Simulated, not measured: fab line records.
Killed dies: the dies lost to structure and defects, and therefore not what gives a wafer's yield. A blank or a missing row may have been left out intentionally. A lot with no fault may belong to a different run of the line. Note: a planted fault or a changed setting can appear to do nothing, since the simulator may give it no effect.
Problem report in the 8D (eight disciplines) form, filled by code / flow berkeley_cmos170 / the parts of the form that need people (team, actions taken, sign-off) are left out

== 1. PROBLEM STATEMENT ==
Mean of chamber_o2_ppm at UCB170_SILICIDE_RTA_04: 302.010 across 6 wafers in 2 lots; on wafers with no fault it is 2.005 (standard deviation 0.022). So: +99 or more standard deviations from the usual mean.
The step: time 15 s.
Seen first at day 9 15:13 on rtp_anneal-02, wafer L940.1. At this step, 42 wafers from 14 lots have a number in the record. The rule behind "out" and "out of limits": a value lying over 4 standard deviations away from the usual mean. All remaining wafers that have a number are taken as sound.

== 2. WHAT IT IS, AND WHAT IT ISN'T ==
question=which readings at this step | is=chamber_o2_ppm | is not=lamp_power_pct, wafer_temp_C_max
question=which lots | is=L940, L941 | is not=L928, L929, L930, L932, L933, L934, L935, L936, L938, L939, L942, L943
question=which wafers of those lots | is=all that have a number | is not=-
question=read on which tools | is=rtp_anneal-02 | is not=rtp_anneal-01
question=when | is=from day 9 15:13 | is not=up to then (30 sound wafers); but 6 sound wafers of L942, L943 came after

== 3. THE SUSPECTS, EACH WITH WHAT RULES IT OUT ==
Counting: a tool stays on the suspect list if, at a process step up to the reading, it processed all lots that are out and no sound lot following the first of them.
- rtp_anneal-02 at UCB170_SILICIDE_RTA_04 (time 15 s): kept. It ran every lot that is out, first L940 (day 9 15:13), and no sound lot after that; its last sound lot up to then is L939 (day 9 05:31). Its own readings are out on those wafers: chamber_o2_ppm.
Remaining after the count: rtp_anneal-02 at UCB170_SILICIDE_RTA_04.

== 4. THE CAUSE (what the simulator had put in) ==
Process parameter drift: rtp_anneal-02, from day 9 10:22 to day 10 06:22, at UCB170_SILICIDE_RTA_04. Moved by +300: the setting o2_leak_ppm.
The count eliminated every tool but this one.

== 5. THE CHAIN OF EFFECTS, in route order ==
Rows list readings where the struck wafers' mean (over those with a number) sits beyond 3 standard deviations from the usual. Scope: only readings with a usual standard deviation given in the record; hours: median across lots of the time from each lot's start at the first step in this table that gives one to its start at this step; sigmas: change in usual standard deviations.
hours=0; step=UCB170_SILICIDE_RTA_04; reading=chamber_o2_ppm; usual=2.005; on struck wafers=302.010; change=+300.005; sigmas=+99 or more
It contains these process steps:
- UCB170_SILICIDE_RTA_04: time 15 s.

== 6. WHAT WOULD HAVE CAUGHT IT SOONER ==
First out-of-limits reading in this record: day 9 15:13, which is 5 hours after fault onset at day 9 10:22.
